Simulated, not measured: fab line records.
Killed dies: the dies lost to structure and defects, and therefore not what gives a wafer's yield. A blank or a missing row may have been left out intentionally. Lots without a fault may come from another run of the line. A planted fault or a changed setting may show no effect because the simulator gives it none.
8D (eight disciplines) problem report, filled in by code	flow berkeleyCmos170	the parts of the form that need people (team, actions taken, sign-off) are left out

## 1. WHAT IS WRONG
Mean of runLengthS at UCB170_SPACER_ETCHBACK_03: 147.1 s across 9 wafers in 3 lots; on wafers with no fault it is 128.3 s (standard deviation 0.53). That is +35 standard deviations from the usual mean.
The step: etches SiO2 in CHF3/CF4/Ar, stops on Si, target depth 376 nm, time 100 s.
Earliest sighting: wafer L259.2 on rieDiel-03 at day 9 03:22. At this step, 45 wafers from 15 lots have a number in the record. By rule, "out" or "out of limits" means more than 4 standard deviations away from the usual mean. Any other wafer with a number is counted as sound.

## 2. WHAT THIS IS AND IS NOT
question	is	is not
which readings at this step	runLengthS, oesProductAu	drypumpMotorCurrentA, throttleValvePct
which lots	L259, L261, L263	L255, L256, L257, L260, L267, L268, L270, L272, L273, L274, L275, L276
which wafers of those lots	all that have a number	-
read on which tools	rieDiel-03	rieDiel-02, rieDiel-04
when	from day 9 03:22	up to then (12 sound wafers); but 24 sound wafers of L267, L268, L270, L272, L273, L274, L275, L276 came after

## 3. THE SUSPECTS, EACH WITH WHAT RULES IT OUT
Counting: a tool stays on the suspect list if, at a process step up to the reading, it processed all lots that are out and no sound lot following the first of them.
- rieDiel-03 at UCB170_SPACER_ETCHBACK_03 (etches SiO2 in CHF3/CF4/Ar, stops on Si, target depth 376 nm, time 100 s): ruled out as a lasting fault. Following L259 (day 9 03:22), the first lot on it that is out, the sound lots L273, L275 were run on it.
Left after counting: nothing in the record.

## 4. THE CAUSE (what the simulator had put in)
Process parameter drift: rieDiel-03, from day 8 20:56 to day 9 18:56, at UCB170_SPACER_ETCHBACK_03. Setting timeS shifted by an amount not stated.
Counting ruled it out, wrongly.

## 5. THE EFFECT CHAIN, in route order
One row per reading whose mean, taken over the struck wafers that have a number, lies over 3 standard deviations from the usual. Only readings whose record carries a usual standard deviation are examined. hours: median over the lots of the time between each lot's start at the first step of this table that gives one and its start at this step. sigmas: the change, counted in usual standard deviations.
hours	step	reading	usual	on struck wafers	change	sigmas
0	UCB170_SPACER_ETCHBACK_03	oesProductAu	0.904 a.u.	0.800	-0.104	-6.9
0	UCB170_SPACER_ETCHBACK_03	runLengthS	128.3 s	147.1	+18.8	+35
Its process steps:
- UCB170_SPACER_ETCHBACK_03: etches SiO2 in CHF3/CF4/Ar, stops on Si, target depth 376 nm, time 100 s.

## 6. WHAT WOULD HAVE CAUGHT IT SOONER
6 hours passed between the start of the fault at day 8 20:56 and the first reading out of limits in this record, taken at day 9 03:22.
